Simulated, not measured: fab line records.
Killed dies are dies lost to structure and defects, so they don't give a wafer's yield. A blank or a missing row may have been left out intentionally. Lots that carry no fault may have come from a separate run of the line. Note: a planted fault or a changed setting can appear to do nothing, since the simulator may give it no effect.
fab line records    flow rit-cmos
record: lots: 6  wafers: 18  last-day: 7
route steps=202 shown NRETRO@60 PRETRO@64 GATE@75 M1@202
lots with no fault: from the same line, run without faults
start-h: hours from the record's first day to the start of the lot's first wafer shown    wait-h: hours since the lot's step before    " repeats the value in the row above    L1.1+2: a row that stands for several wafers    - no value, or no start was given    * or withheld: withheld    < > ~ a bound
route shown NAME@n: NAME is a module with steps in the file, n the number in the route of the first one    usual: mean/standard deviation of fault-free wafers    same: alike in all rows    chamber/n: place in a boat    sites: each site's reading    _std_site: standard deviation across them    _edge_site: outer sites' mean less inner sites'    radius-mm: how far each site lies from the wafer's centre    mask NAME#n: copy n    behind: tool/chamber where the wafer was last shaped    hold: what put the lot on hold/how long, in hours/how the hold closed    device: the n, p or np transistor that did not switch    end of line: the tests these same wafers got at the end of their route    where a step has no rows: the recipe by itself    killed: at the first sort, the dies lost to defects and structure; wafer yield is something else    map: dies across one wafer; x = killed, . = not, _ = none there
set.NAME: the run value of the setting; set.NAME@STEP: its run value at that earlier step    model.NAME: the simulator's own value behind a step, which no gauge read
a table for each step, a row for each wafer; lots at some steps of the route
services: a tool's chamber out of use, with start hour (start-h, from the record's first day; less than 0 if before it), hours out, and reason
== steps ==
step: RIT_NRETRO_HARDBAKE_07
recipe: resist: NOVOLAK  temp-c: 140  time-s: 120
step: RIT_NRETRO_IMPLANT_08
recipe: species: P  energy-kev: 70  dose-cm2: 1.021e+13  tilt-deg: 7
step: RIT_NRETRO_STRIP_09
recipe: chemistry: O2  time-s: 180  resist: NOVOLAK  platen-temp-c: withheld  power-w: 500  pressure-mtorr: 4000  o2-flow-sccm: 4000
usual: drypump-motor-current-A: 5.69/0.3  rf-refl-power-W: 6.2/1.7
lot.wafer  tool             chamber  start-h  wait-h  drypump-motor-current-A  rf-hours-counter-h  rf-refl-power-W
L199.1     plasma-asher-01  0        37.58    0.1     5.56                     38                  6.0
L199.3     "                0        "        "       5.55                     -                   5.5
L199.5     "                0        "        "       5.57                     -                   5.8
L202.4     plasma-asher-01  1        52.68    0.1     6.08                     -                   5.2
L202.5     "                0        "        "       5.56                     -                   6.0
L202.6     "                1        "        "       6.05                     -                   5.3
L210.1     plasma-asher-04  1        91.53    0.1     5.67                     45                  3.5
L210.2     "                0        "        "       5.92                     45                  8.6
L210.5     "                1        "        "       5.67                     -                   3.8
L211.4     plasma-asher-04  1        100.01   0.1     5.66                     -                   3.6
L211.5     "                1        "        "       5.65                     -                   3.3
L211.6     "                0        "        "       5.94                     -                   8.4
L212.2     plasma-asher-04  1        103.14   0.1     5.64                     47                  3.7
L212.3     "                0        "        "       5.94                     -                   8.3
L212.4     "                1        "        "       5.68                     -                   3.5
L218.3     plasma-asher-02  1        132.18   0.1     5.69                     -                   8.2
L218.5     "                0        "        "       5.10                     -                   6.2
L218.6     "                1        "        "       5.74                     -                   8.1
step: RIT_NRETRO_TW_MEAS_10
usual: NRETRO_TW: 1056/4.9
lot.wafer  tool           chamber  start-h  wait-h  NRETRO_TW
L199.1     film-metro-02  -        37.76    0.1     1050
L199.3     "              -        "        "       1043
L199.5     "              -        "        "       1050
L202.4     film-metro-03  -        52.82    0.1     1059
L202.5     "              -        "        "       1052
L202.6     "              -        "        "       1062
L210.1     film-metro-02  -        91.71    0.1     1051
L210.2     "              -        "        "       1050
L210.5     "              -        "        "       1051
L211.4     film-metro-03  -        100.15   0.1     1061
L211.5     "              -        "        "       1059
L211.6     "              -        "        "       1057
L212.2     film-metro-03  -        103.33   0.1     1062
L212.3     "              -        "        "       1051
L212.4     "              -        "        "       1055
L218.3     film-metro-02  -        132.32   0.1     1059
L218.5     "              -        "        "       1047
L218.6     "              -        "        "       1058
step: RIT_PRETRO_HMDS_00
recipe: prime-time-s: 60  prime-temp-c: 140
step: RIT_PRETRO_COAT_01
recipe: resist: NOVOLAK  spin-rpm: 2000  resist-thk-nm: 1300
step: RIT_PRETRO_SOFTBAKE_02
recipe: resist: NOVOLAK  temp-c: 90  time-s: 60
step: RIT_PRETRO_EXPOSE_03
recipe: mask-id: M5  na: 0.57  target-cd-nm: 43700  dose-mj: 250
step: RIT_PRETRO_PEB_04
recipe: resist: NOVOLAK  temp-c: withheld  time-s: withheld
step: RIT_PRETRO_DEVELOP_05
recipe: resist: NOVOLAK  develop-time-s: 68  dev-temp-c: 21.9
step: RIT_PRETRO_OVL_MEAS_06
usual: PRETRO_OVL: -0.3/1.4
lot.wafer  tool        chamber  start-h  wait-h  PRETRO_OVL[nm]
L199.1     overlay-02  -        38.82    -       -0.1
L199.3     "           -        "        "       0.2
L199.5     "           -        "        "       1.7
L202.4     overlay-02  -        53.75    -       1.9
L202.5     "           -        "        "       1.5
L202.6     "           -        "        "       1.3
L210.1     overlay-01  -        93.11    -       -3.3
L210.2     "           -        "        "       -2.2
L210.5     "           -        "        "       -0.2
L211.4     overlay-02  -        101.08   -       -0.9
L211.5     "           -        "        "       -1.6
L211.6     "           -        "        "       -0.8
L212.2     overlay-02  -        104.46   -       -2.3
L212.3     "           -        "        "       -1.2
L212.4     "           -        "        "       -0.1
L218.3     overlay-02  -        133.25   -       -0.4
L218.5     "           -        "        "       -1.9
L218.6     "           -        "        "       -0.7
step: RIT_PRETRO_HARDBAKE_07
recipe: resist: NOVOLAK  temp-c: 140  time-s: 120
step: RIT_PRETRO_IMPLANT_08
recipe: species: B  energy-kev: 45  dose-cm2: 1.2e+13  tilt-deg: 7
usual: beam-energy-keV: 45.000/0.018
lot.wafer  tool          chamber  start-h  wait-h  beam-energy-keV  model.implant.rp-nm  model.implant.drp-nm
L199.1     implanter-01  0        39.11    0.2     45.041           140.5                55.07
L199.3     "             0        "        "       45.014           140.5                55.07
L199.5     "             0        "        "       45.035           140.5                55.07
L202.4     implanter-03  0        54.10    0.2     45.004           143.5                55.07
L202.5     "             0        "        "       44.994           143.5                55.07
L202.6     "             0        "        "       45.028           143.5                55.07
L210.1     implanter-01  0        93.39    0.2     29.280           95.14                42.09
L210.2     "             0        "        "       29.265           95.14                42.09
L210.5     "             0        "        "       29.277           95.14                42.09
L211.4     implanter-03  0        101.42   0.2     45.008           146.4                55.07
L211.5     "             0        "        "       44.997           146.4                55.07
L211.6     "             0        "        "       45.030           146.4                55.07
L212.2     implanter-01  0        104.76   0.2     29.256           96.53                42.09
L212.3     "             0        "        "       29.220           96.53                42.09
L212.4     "             0        "        "       29.242           96.53                42.09
L218.3     implanter-03  0        133.66   0.2     45.001           142.3                55.07
L218.5     "             0        "        "       45.000           142.3                55.07
L218.6     "             0        "        "       45.008           142.3                55.07
step: RIT_PRETRO_STRIP_09
recipe: chemistry: O2  time-s: 180  resist: NOVOLAK  platen-temp-c: withheld  power-w: 500  pressure-mtorr: 4000  o2-flow-sccm: 4000
usual: drypump-motor-current-A: 5.56/0.28  rf-refl-power-W: 7.2/1.3
lot.wafer  tool             chamber  start-h  wait-h  drypump-motor-current-A  rf-hours-counter-h  rf-refl-power-W
L199.1     plasma-asher-01  1        39.26    0.1     6.09                     39                  5.3
L199.3     "                0        "        "       5.57                     -                   5.9
L199.5     "                1        "        "       6.09                     -                   5.3
L202.4     plasma-asher-01  0        54.23    0.1     5.56                     -                   5.9
L202.5     "                0        "        "       5.56                     -                   5.7
L202.6     "                1        "        "       6.06                     -                   5.2
L210.1     plasma-asher-02  0        93.54    0.1     5.14                     29                  6.3
L210.2     "                1        "        "       5.68                     29                  8.1
L210.5     "                1        "        "       5.67                     -                   8.2
L211.4     plasma-asher-03  0        101.56   0.1     5.54                     -                   7.8
L211.5     "                0        "        "       5.54                     -                   7.9
L211.6     "                1        "        "       5.63                     -                   8.9
L212.2     plasma-asher-02  1        104.89   0.1     5.71                     30                  8.0
L212.3     "                0        "        "       5.12                     -                   6.1
L212.4     "                1        "        "       5.73                     -                   8.0
L218.3     plasma-asher-02  0        133.82   0.1     5.11                     -                   6.3
L218.5     "                1        "        "       5.63                     -                   8.4
L218.6     "                0        "        "       5.10                     -                   6.2
step: RIT_PRETRO_TW_MEAS_10
usual: PRETRO_TW: 472/4
lot.wafer  tool           chamber  start-h  wait-h  PRETRO_TW
L199.1     film-metro-01  -        39.43    0.1     469
L199.3     "              -        "        "       467
L199.5     "              -        "        "       468
L202.4     film-metro-01  -        54.38    0.1     470
L202.5     "              -        "        "       467
L202.6     "              -        "        "       469
L210.1     film-metro-02  -        93.72    0.1     440
L210.2     "              -        "        "       438
L210.5     "              -        "        "       443
L211.4     film-metro-01  -        101.72   0.1     469
L211.5     "              -        "        "       468
L211.6     "              -        "        "       468
L212.2     film-metro-03  -        105.13   0.2     441
L212.3     "              -        "        "       441
L212.4     "              -        "        "       443
L218.3     film-metro-03  -        133.95   0.1     475
L218.5     "              -        "        "       475
L218.6     "              -        "        "       475
step: RIT_GATE_WET_ETCH_00
recipe: chemistry: BOE  target: SiO2  target-depth-nm: 56  time-s: 60  dry: n2-spin  dilution: 10:1  temp-c: 21.5
step: RIT_M1_PROBE_99
usual: killed-at-contacts: 0.1/0.23  killed-at-front-end: 6/3.1  killed-dies: 6/3.1  killed-open: 3.2/1.9  killed-short: 3.2/2.1
same: gross-dies: 264  killed_at_M0_to_M3: 0  killed_at_M4_up: 0  killed-at-back-side: 0  killed-at-other: 0
lot.wafer  tool       chamber  start-h  wait-h  killed-at-contacts  killed-at-front-end  killed-dies  killed-open  killed-short  model.etest.nmos_0p3.r-on-ohm-um  model.etest.nmos_0p15.r-on-ohm-um  model.etest.nmos-turned.drive-ua-um  model.etest.nmos_0p15.drive-ua-um  model.etest.nmos_0p3.drive-ua-um  model.etest.nmos-narrow.drive-ua-um  model.etest.ring.delay-ps  model.etest.nmos_0p15.swing-mv-dec
L199.1     prober-01  -        66.65    0.1     0                   10                   10           2            8             2188                              1135                               313.7                                464.2                              221.3                             221                                  26.62                      86.43
L199.3     prober-01  -        66.75    0.2     0                   8                    8            6            2             2157                              1138                               318.6                                459.6                              224.9                             225.7                                27.42                      85.69
L199.5     prober-01  -        66.85    0.2     0                   11                   11           7            4             2203                              1157                               313.1                                455.9                              223.2                             223.8                                27.59                      85.74
L202.4     prober-02  -        86.32    0.2     0                   7                    7            4            3             2124                              1103                               336.3                                476.8                              226.3                             222.3                                26.81                      86.54
L202.5     prober-02  -        86.37    0.2     0                   10                   10           5            5             2165                              1128                               323.8                                457.9                              221                               218.4                                27.56                      86.46
L202.6     prober-02  -        86.42    0.2     0                   6                    6            2            4             2182                              1127                               325.3                                459.9                              221.9                             215.5                                27.57                      86.78
L210.1     prober-02  -        124.90   0.1     0                   5                    5            1            4             2370                              1156                               271.3                                423.9                              185.9                             185.5                                27.46                      87.8
L210.2     prober-02  -        124.95   0.1     0                   5                    5            2            3             2402                              1191                               271.4                                419.1                              184.3                             183.2                                27.91                      88.15
L210.5     prober-02  -        125.10   0.2     0                   9                    9            5            4             2329                              1148                               279.2                                443.2                              193.9                             194.5                                26.66                      87.26
L212.2     prober-02  -        158.79   0.1     1                   7                    8            7            1             2403                              1272                               263.9                                407.9                              190.8                             191.4                                29.63                      86.55
L212.3     prober-02  -        158.84   0.2     0                   6                    6            4            2             2430                              1254                               256                                  407.6                              188.6                             185.7                                29.39                      86.72
L212.4     prober-02  -        158.89   0.2     0                   7                    7            6            1             2404                              1217                               248.1                                417.4                              190.2                             188.2                                28.59                      86.36
L211.4     prober-01  -        158.89   0.2     0                   4                    4            2            2             2108                              1167                               345                                  485.3                              241.8                             245.7                                26.51                      84.69
L211.5     prober-01  -        158.94   0.2     0                   5                    5            2            3             2097                              1124                               343                                  482.2                              239.6                             242.4                                26.63                      84.69
L211.6     prober-01  -        158.99   0.2     0                   8                    8            5            3             2109                              1148                               337.9                                478.5                              237.1                             239.6                                26.71                      84.83
L218.3     prober-02  -        166.88   0.2     0                   7                    7            6            1             2200                              1152                               321.5                                467.4                              224.1                             222.2                                26.86                      86.19
L218.5     prober-02  -        166.98   0.2     0                   8                    8            6            2             2193                              1154                               309                                  472.7                              227                               228.1                                26.68                      85.82
L218.6     prober-02  -        167.03   0.2     1                   6                    7            3            4             2163                              1150                               317.7                                475.6                              227.8                             227.5                                26.6                       86.25
killed by level:class
L199.1 SILICIDE:geometric-particle:short=3 GATE:geometric-particle:short=2 FOX1:geometric-particle:open=1 FOX1:geometric-particle:short=1 FOX2:geometric-particle:short=1 GATE:geometric-particle:open=1 SPACER:geometric-particle:short=1
L199.3 FOX1:geometric-particle:open=2 SILICIDE:geometric-particle:open=2 FOX2:geometric-particle:open=1 FOX2:geometric-particle:short=1 GATE:geometric-particle:short=1 REOX:geometric-particle:open=1
L199.5 FOX1:geometric-particle:short=3 GATE:geometric-particle:open=3 REOX:geometric-particle:open=2 FOX2:geometric-particle:open=1 GATE:geometric-particle:short=1 SPACER:geometric-particle:open=1
L202.4 GATE:geometric-particle:short=3 GATE:geometric-particle:open=2 SPACER:geometric-particle:open=2
L202.5 FOX1:geometric-particle:short=3 REOX:geometric-particle:open=2 FOX1:geometric-particle:open=1 FOX2:geometric-particle:short=1 GATE:geometric-particle:short=1 GATE:geometric-particle:open=1 SPACER:geometric-particle:open=1
L202.6 GATE:geometric-particle:short=2 GATE:geometric-particle:open=1 REOX:geometric-particle:short=1 REOX:geometric-particle:open=1 SPACER:geometric-particle:short=1
L210.1 FOX1:geometric-particle:open=1 FOX1:geometric-particle:short=1 FOX2:geometric-particle:short=1 REOX:geometric-particle:short=1 SPACER:geometric-particle:short=1
L210.2 GATE:geometric-particle:open=2 FOX1:geometric-particle:short=1 GATE:geometric-particle:short=1 REOX:geometric-particle:short=1
L210.5 REOX:geometric-particle:open=3 FOX1:geometric-particle:short=1 FOX1:geometric-particle:open=1 FOX2:geometric-particle:short=1 REOX:geometric-particle:short=1 SILICIDE:geometric-particle:short=1 SILICIDE:geometric-particle:open=1
L212.2 FOX2:geometric-particle:open=3 ACTIVE:geometric-particle:short=1 FOX1:geometric-particle:open=1 REOX:geometric-particle:open=1 SILICIDE:geometric-particle:open=1 CONTACT:geometric-particle:open=1
L212.3 GATE:geometric-particle:open=2 FOX1:geometric-particle:short=1 GATE:geometric-particle:short=1 REOX:geometric-particle:open=1 SPACER:geometric-particle:open=1
L211.4 FOX1:geometric-particle:short=1 FOX2:geometric-particle:open=1 SILICIDE:geometric-particle:open=1 SILICIDE:geometric-particle:short=1
L212.4 ACTIVE:geometric-particle:open=1 FOX1:geometric-particle:short=1 FOX1:geometric-particle:open=1 FOX2:geometric-particle:open=1 GATE:geometric-particle:open=1 REOX:geometric-particle:open=1 SILICIDE:geometric-particle:open=1
L211.5 FOX1:geometric-particle:open=1 GATE:geometric-particle:short=1 GATE:geometric-particle:open=1 SPACER:geometric-particle:short=1 SILICIDE:geometric-particle:short=1
L211.6 FOX1:geometric-particle:open=2 GATE:geometric-particle:short=2 GATE:geometric-particle:open=2 FOX2:geometric-particle:short=1 SPACER:geometric-particle:open=1
L218.3 REOX:geometric-particle:open=3 FOX1:geometric-particle:open=2 SPACER:geometric-particle:short=1 SILICIDE:geometric-particle:open=1
L218.5 GATE:geometric-particle:open=3 REOX:geometric-particle:open=2 FOX1:geometric-particle:open=1 FOX1:geometric-particle:short=1 SPACER:geometric-particle:short=1
L218.6 FOX1:geometric-particle:short=3 ACTIVE:geometric-particle:open=1 FOX1:geometric-particle:open=1 GATE:geometric-particle:open=1 CONTACT:geometric-particle:short=1
== services ==
tool             chamber  start-h  hours  kind
plasma-asher-03  -        44.25    10.6   repair
plasma-asher-02  -        48.76    7.4    repair
implanter-01     -        50.30    0.6    repair
implanter-03     -        75.07    5.0    pm
implanter-01     -        94.74    4.1    pm
plasma-asher-02  -        97.46    1.3    repair
plasma-asher-03  -        108.75   9.0    pm
plasma-asher-03  0        108.75   9.0    vent-cycle
plasma-asher-03  1        108.75   9.0    vent-cycle
plasma-asher-03  0        117.75   -      clean
plasma-asher-03  1        117.75   -      clean
plasma-asher-04  -        125.17   1.5    repair
== key ==
first-sign: step: RIT_PRETRO_IMPLANT_08  reading: beam-energy-keV  direction: down  sigmas: 99+  usual: 45.000  struck: 29.257
effect: step: RIT_PRETRO_TW_MEAS_10  reading: PRETRO_TW  direction: down  sigmas: 7.7  usual: 472  struck: 441
model-effect: step: RIT_PRETRO_IMPLANT_08  value: implant.rp-nm  without: 144.9  struck: 95.83
model-effect: step: RIT_M1_PROBE_99  value: etest.nmos_0p3.r-on-ohm-um  without: 2132  struck: 2390
met-at RIT_PRETRO_IMPLANT_08
struck-wafers L210.1,L210.2,L210.5,L212.2,L212.3,L212.4
tester-left-out L210,L212
onset-between 39.11 93.39
fault: kind: process-parameter-drift  tool: implanter-01  chamber: -  onset-h: 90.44  steps: RIT_PRETRO_IMPLANT_08  channel: energy-kev  offset: -15.75  shape: step  end-h: 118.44  acts-in: these-recipes-only  stated: 45
tester-left-out: of these lots the tester's yield and bins aren't shown, on N5 and GAA mostly nor the transistor test; their killed dies are dies lost to structure and defects alone, not to doping, threshold or leakage, so they don't give the yield
